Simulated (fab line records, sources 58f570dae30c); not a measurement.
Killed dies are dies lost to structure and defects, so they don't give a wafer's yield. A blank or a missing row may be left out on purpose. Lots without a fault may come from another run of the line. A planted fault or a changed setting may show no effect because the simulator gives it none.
fab line records | flow berkeley_cmos170
record lots=15 wafers=45 last_day=12
route steps=331 shown NWELL@19 WELLDRIVE@56 NVT@112
lots that met no fault: from a run of the same line without faults
start_h: hours from the record's first day to the start of the lot's first wafer shown | wait_h: hours since the lot's step before | " the same as in the row above | L1.1+2: a row that stands for several wafers | - no value, or no start given | * or withheld: withheld | < > ~ a bound
route shown NAME@n: a module of which the file shows steps, and the number in the route of the first | usual: mean/standard deviation of fault-free wafers | same: alike in all rows | chamber/n: place in a boat | sites: the reading at each site | _std_site: their standard deviation | _edge_site: outer sites' mean less inner sites' | radius_mm: how far each site lies from the wafer's centre | mask NAME#n: copy n | behind: the tool/chamber that last shaped the wafer | hold: why the lot was held/for how many hours/how that ended | device: the transistor (n, p or np) that didn't switch | end of line: the same wafers' tests at the end of the route | a step without rows: its recipe alone | killed: dies lost to structure and defects at the first sort, not the wafer's yield | map: a wafer's dies, x killed, . not, _ none there
set.NAME: the setting as run; set.NAME@STEP: as run at that earlier step | model.NAME: the simulator's own value behind a step, which no gauge read
steps of the route over a sample of lots; a table a step, a row a wafer
services: from which hour (start_h, from the record's first day; less than 0 if before it) a tool's chamber was out of use, for how many hours, and why
## steps
# step UCB170_NWELL_THK_MEAS_05
# recipe reads=Si3N4_of_NWELL_CVD_04
# usual NWELL_NITRIDE_THK=224.1/2.1
# columns lot.wafer tool chamber start_h wait_h NWELL_NITRIDE_THK[nm]
L261.1 film_metro-04 - 34.39 0.0 222.4
L261.3 " - " " 220.7
L261.4 " - " " 223.4
L263.2 film_metro-04 - 47.41 0.0 225.7
L263.5 " - " " 226.0
L263.6 " - " " 225.1
L264.3 film_metro-01 - 47.42 0.0 221.8
L264.5 " - " " 220.8
L264.6 " - " " 220.3
L262.4 film_metro-02 - 47.43 0.0 222.0
L262.5 " - " " 223.0
L262.6 " - " " 223.0
L265.1 film_metro-04 - 57.96 0.0 225.4
L265.5 " - " " 224.9
L265.6 " - " " 224.6
L266.1 film_metro-04 - 62.50 0.0 227.0
L266.3 " - " " 225.3
L266.4 " - " " 224.4
L268.1 film_metro-04 - 70.52 0.0 225.2
L268.5 " - " " 227.5
L268.6 " - " " 225.9
L267.3 film_metro-01 - 70.54 0.0 222.4
L267.4 " - " " 223.0
L267.6 " - " " 221.9
L269.2 film_metro-02 - 77.64 0.0 223.1
L269.3 " - " " 222.4
L269.6 " - " " 223.3
L270.3 film_metro-04 - 77.65 0.0 219.6
L270.5 " - " " 220.2
L270.6 " - " " 220.4
L273.1 film_metro-02 - 89.47 0.0 221.9
L273.2 " - " " 224.0
L273.4 " - " " 223.6
L274.1 film_metro-02 - 94.56 0.0 221.4
L274.3 " - " " 221.9
L274.6 " - " " 224.1
L279.1 film_metro-02 - 122.98 0.0 225.6
L279.2 " - " " 227.2
L279.6 " - " " 225.5
L281.1 film_metro-04 - 131.90 0.0 224.3
L281.3 " - " " 223.6
L281.5 " - " " 223.9
L280.3 film_metro-02 - 131.92 0.0 225.1
L280.4 " - " " 224.9
L280.5 " - " " 225.5
# step UCB170_WELLDRIVE_OXIDATION_01
# recipe temp_c=1100 ambient=O2 target_thk_a=1990 ox_time_s=9000
# usual spike_tc_centre_C=1103.2/1.1 spike_tc_source_C=1121/4.5 zone_power_centre_pct=54.4/1.6
# columns lot.wafer tool chamber start_h wait_h spike_tc_centre_C spike_tc_source_C zone_power_centre_pct
L261.1 furnace-01 0 69.28 6.2 1103.2 1116 55.6
L261.3 " 0 " " 1104.3 1117 56.0
L261.4 " 0 " " 1102.3 1117 56.5
L262.4 furnace-01 0 80.03 2.8 1102.0 1120 54.9
L262.5 " 0 " " 1104.1 1117 56.2
L262.6 " 0 " " 1103.0 1119 54.9
L263.2 furnace-01 0 80.03 0.3 1103.8 1118 54.8
L263.5 " 0 " " 1102.7 1116 55.9
L263.6 " 0 " " 1103.8 1118 56.5
L264.3 furnace-01 0 80.03 2.8 1104.9 1117 55.8
L264.5 " 0 " " 1102.9 1116 55.9
L264.6 " 0 " " 1102.9 1117 55.0
L265.1 furnace-01 0 87.53 2.0 1102.7 1117 55.6
L265.5 " 0 " " 1102.1 1118 55.3
L265.6 " 0 " " 1104.0 1117 55.7
L266.1 furnace-01 0 87.53 2.9 1104.0 1117 55.7
L266.3 " 0 " " 1103.6 1118 55.5
L266.4 " 0 " " 1101.8 1117 54.6
L267.3 furnace-04 0 104.41 1.6 1102.8 1125 53.0
L267.4 " 0 " " 1102.6 1125 52.6
L267.6 " 0 " " 1101.4 1124 52.9
L269.2 furnace-04 0 104.41 1.6 1103.2 1125 52.1
L269.3 " 0 " " 1103.9 1128 53.6
L269.6 " 0 " " 1103.8 1128 52.0
L268.1 furnace-01 0 109.47 4.0 1131.1 1117 71.5
L268.5 " 0 " " 1130.4 1115 70.7
L268.6 " 0 " " 1130.1 1115 70.7
L270.3 furnace-01 0 109.47 4.0 1133.3 1116 72.2
L270.5 " 0 " " 1129.0 1117 71.8
L270.6 " 0 " " 1131.9 1116 71.2
L273.1 furnace-04 0 115.33 4.1 1101.7 1125 52.2
L273.2 " 0 " " 1102.5 1125 51.9
L273.4 " 0 " " 1104.0 1125 52.9
L274.1 furnace-01 0 121.00 3.8 1130.5 1116 70.2
L274.3 " 0 " " 1131.3 1117 72.9
L274.6 " 0 " " 1132.6 1118 70.2
L279.1 furnace-02 0 154.68 3.0 1105.1 1128 55.8
L279.2 " 0 " " 1104.3 1127 55.8
L279.6 " 0 " " 1105.5 1129 55.6
L280.3 furnace-04 0 161.51 4.5 1103.3 1128 52.9
L280.4 " 0 " " 1101.8 1127 52.4
L280.5 " 0 " " 1102.5 1125 53.1
L281.1 furnace-04 0 161.51 4.5 1101.8 1126 52.5
L281.3 " 0 " " 1102.7 1124 52.8
L281.5 " 0 " " 1103.2 1125 52.5
# step UCB170_WELLDRIVE_THK_MEAS_02
# recipe reads=SiO2_of_WELLDRIVE_OXIDATION_01
# usual WELLDRIVE_OXIDE_THK=198.3/2.7
# columns lot.wafer tool chamber start_h wait_h WELLDRIVE_OXIDE_THK[nm]
L261.1 film_metro-02 - 72.78 0.0 198.7
L261.3 " - " " 198.2
L261.4 " - " " 198.3
L263.2 film_metro-04 - 83.54 0.0 200.2
L263.5 " - " " 199.1
L263.6 " - " " 198.7
L264.3 film_metro-03 - 83.55 0.0 197.5
L264.5 " - " " 196.3
L264.6 " - " " 199.0
L262.4 film_metro-02 - 83.56 0.0 199.1
L262.5 " - " " 200.4
L262.6 " - " " 198.5
L265.1 film_metro-04 - 91.03 0.0 200.9
L265.5 " - " " 198.3
L265.6 " - " " 200.9
L266.1 film_metro-03 - 91.03 0.0 197.8
L266.3 " - " " 197.0
L266.4 " - " " 198.0
L269.2 film_metro-02 - 107.92 0.0 195.2
L269.3 " - " " 198.3
L269.6 " - " " 198.2
L267.3 film_metro-03 - 107.93 0.0 199.2
L267.4 " - " " 201.2
L267.6 " - " " 198.5
L268.1 film_metro-02 - 112.98 0.0 206.6
L268.5 " - " " 211.4
L268.6 " - " " 219.3
L270.3 film_metro-03 - 112.99 0.0 216.0
L270.5 " - " " 215.8
L270.6 " - " " 213.6
L273.1 film_metro-02 - 118.83 0.0 196.4
L273.2 " - " " 192.1
L273.4 " - " " 194.2
L274.1 film_metro-03 - 124.50 0.0 203.6
L274.3 " - " " 204.2
L274.6 " - " " 214.8
L279.1 film_metro-02 - 158.18 0.0 198.7
L279.2 " - " " 205.7
L279.6 " - " " 202.2
L281.1 film_metro-04 - 165.01 0.0 201.5
L281.3 " - " " 199.2
L281.5 " - " " 200.6
L280.3 film_metro-02 - 165.03 0.0 200.7
L280.4 " - " " 201.5
L280.5 " - " " 198.2
# step UCB170_NVT_STRIP_08
# recipe chemistry=O2 power_w=400 pressure_mtorr=3500 platen_temp_c=withheld o2_flow_sccm=400 overash_fraction=0.5
# usual drypump_motor_current_A=5.7/0.6 oes_product_au=0.734/0.0048 strip_time_to_endpoint_s=21.61/0.067
# columns lot.wafer tool chamber start_h wait_h drypump_motor_current_A oes_product_au rf_hours_counter_h strip_time_to_endpoint_s
L261.1 plasma_asher-03 0 121.35 0.1 5.5 0.736 40 21.62
L261.3 " 0 " " 5.5 0.737 - 21.62
L261.4 " 1 " " 6.0 0.733 - 21.62
L263.2 plasma_asher-02 1 138.65 0.1 6.6 0.735 32 21.49
L263.5 " 0 " " 4.8 0.723 - 21.46
L263.6 " 1 " " 6.6 0.734 - 21.52
L262.4 plasma_asher-01 0 138.67 0.1 5.8 0.733 - 21.70
L262.5 " 1 " " 5.8 0.731 - 21.72
L262.6 " 0 " " 5.8 0.730 - 21.59
L264.3 plasma_asher-02 1 138.94 0.1 6.6 0.734 - 21.67
L264.5 " 0 " " 4.8 0.733 - 21.65
L264.6 " 1 " " 6.6 0.734 - 21.65
L266.1 plasma_asher-03 0 144.46 0.1 5.5 0.734 40 21.66
L266.3 " 0 " " 5.5 0.732 - 21.64
L266.4 " 1 " " 6.0 0.729 - 21.68
L265.1 plasma_asher-01 0 144.62 0.1 5.8 0.734 4 21.54
L265.5 " 1 " " 5.8 0.734 - 21.60
L265.6 " 0 " " 5.8 0.737 - 21.53
L267.3 plasma_asher-03 1 168.11 0.1 6.0 0.727 - 21.74
L267.4 " 0 " " 5.5 0.735 - 21.73
L267.6 " 0 " " 5.5 0.734 - 21.75
L269.2 plasma_asher-03 1 168.63 0.1 6.0 0.735 43 21.61
L269.3 " 0 " " 5.5 0.727 - 21.54
L269.6 " 0 " " 5.5 0.735 - 21.62
L268.1 plasma_asher-02 1 168.77 0.1 6.6 0.732 35 21.60
L268.5 " 0 " " 4.8 0.740 - 21.56
L268.6 " 1 " " 6.6 0.733 - 21.59
L270.3 plasma_asher-03 0 168.93 0.1 5.5 0.736 - 21.56
L270.5 " 1 " " 6.0 0.737 - 21.56
L270.6 " 0 " " 5.5 0.735 - 21.57
L273.1 plasma_asher-01 1 175.24 0.1 5.8 0.738 7 21.56
L273.2 " 0 " " 5.8 0.745 7 21.58
L273.4 " 0 " " 5.8 0.735 - 21.57
L274.1 plasma_asher-01 1 175.73 0.1 5.8 0.730 7 21.61
L274.3 " 1 " " 5.8 0.732 - 21.58
L274.6 " 1 " " 5.8 0.736 - 21.56
L279.1 plasma_asher-03 1 213.56 0.1 6.0 0.735 48 21.55
L279.2 " 0 " " 5.5 0.740 48 21.60
L279.6 " 0 " " 5.5 0.735 - 21.64
L280.3 plasma_asher-02 0 223.89 0.1 4.8 0.743 - 21.57
L280.4 " 1 " " 6.6 0.735 - 21.60
L280.5 " 1 " " 6.6 0.739 - 21.54
L281.1 plasma_asher-02 1 224.41 0.1 6.6 0.731 42 21.59
L281.3 " 0 " " 4.7 0.734 - 21.58
L281.5 " 1 " " 6.6 0.737 - 21.55
# step UCB170_NVT_TW_MEAS_09
# usual NVT_TW=526/6.1
# columns lot.wafer tool chamber start_h wait_h NVT_TW
L261.1 film_metro-02 - 121.45 0.1 518
L261.3 " - " " 517
L261.4 " - " " 518
L263.2 film_metro-02 - 138.76 0.1 515
L263.5 " - " " 516
L263.6 " - " " 517
L262.4 film_metro-01 - 138.77 0.1 530
L262.5 " - " " 531
L262.6 " - " " 536
L264.3 film_metro-01 - 139.03 0.1 532
L264.5 " - " " 533
L264.6 " - " " 533
L266.1 film_metro-02 - 144.56 0.1 518
L266.3 " - " " 518
L266.4 " - " " 519
L265.1 film_metro-04 - 144.72 0.1 530
L265.5 " - " " 525
L265.6 " - " " 525
L267.3 film_metro-02 - 168.20 0.1 516
L267.4 " - " " 515
L267.6 " - " " 516
L269.2 film_metro-04 - 168.74 0.1 526
L269.3 " - " " 532
L269.6 " - " " 525
L268.1 film_metro-02 - 168.87 0.1 518
L268.5 " - " " 515
L268.6 " - " " 516
L270.3 film_metro-01 - 169.02 0.1 534
L270.5 " - " " 530
L270.6 " - " " 530
L273.1 film_metro-01 - 175.34 0.1 532
L273.2 " - " " 531
L273.4 " - " " 530
L274.1 film_metro-04 - 175.83 0.1 529
L274.3 " - " " 530
L274.6 " - " " 528
L279.1 film_metro-01 - 213.66 0.1 528
L279.2 " - " " 531
L279.6 " - " " 529
L280.3 film_metro-01 - 223.98 0.1 529
L280.4 " - " " 531
L280.5 " - " " 532
L281.1 film_metro-01 - 224.51 0.1 530
L281.3 " - " " 529
L281.5 " - " " 530
## services
# columns tool chamber start_h hours kind
plasma_asher-03 - 56.28 7.4 pm
plasma_asher-02 - 60.77 0.8 repair
furnace-04 - 63.59 3.8 pm
plasma_asher-02 - 73.91 2.8 pm
plasma_asher-02 - 83.23 3.6 repair
plasma_asher-02 - 87.83 1.6 repair
plasma_asher-02 - 108.49 1.1 repair
plasma_asher-01 - 108.75 9.0 pm
plasma_asher-01 0 108.75 9.0 vent_cycle
plasma_asher-01 1 108.75 9.0 vent_cycle
plasma_asher-01 0 117.75 - clean
plasma_asher-01 1 117.75 - clean
plasma_asher-03 - 126.03 14.6 pm
furnace-01 - 127.35 4.1 pm
furnace-02 - 159.68 4.2 pm
furnace-04 - 199.66 3.0 pm
## key
first_sign step=UCB170_WELLDRIVE_OXIDATION_01 reading=spike_tc_centre_C direction=up sigmas=26 usual=1103.2 struck=1131.1
effect step=UCB170_WELLDRIVE_OXIDATION_01 reading=zone_power_centre_pct direction=up sigmas=11 usual=54.4 struck=71.3
effect step=UCB170_WELLDRIVE_THK_MEAS_02 reading=WELLDRIVE_OXIDE_THK direction=up sigmas=4.9 usual=198.3 struck=211.7 wafers_moved=7
met_at UCB170_WELLDRIVE_OXIDATION_01
struck_lots L268,L270,L274
tester_left_out L268,L270,L274
not_acting_at UCB170_NWELL_THK_MEAS_05,UCB170_NVT_STRIP_08,UCB170_NVT_TW_MEAS_09
onset_between 87.53 109.47
fault kind=process_parameter_drift tool=furnace-01 chamber=- onset_h=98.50 steps=UCB170_WELLDRIVE_OXIDATION_01 channel=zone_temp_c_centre offset=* shape=step end_h=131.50
# tester_left_out: of these lots the tester's yield and bins aren't shown, on N5 and GAA mostly nor the transistor test; their killed dies are dies lost to structure and defects alone, not to doping, threshold or leakage, so they don't give the yield
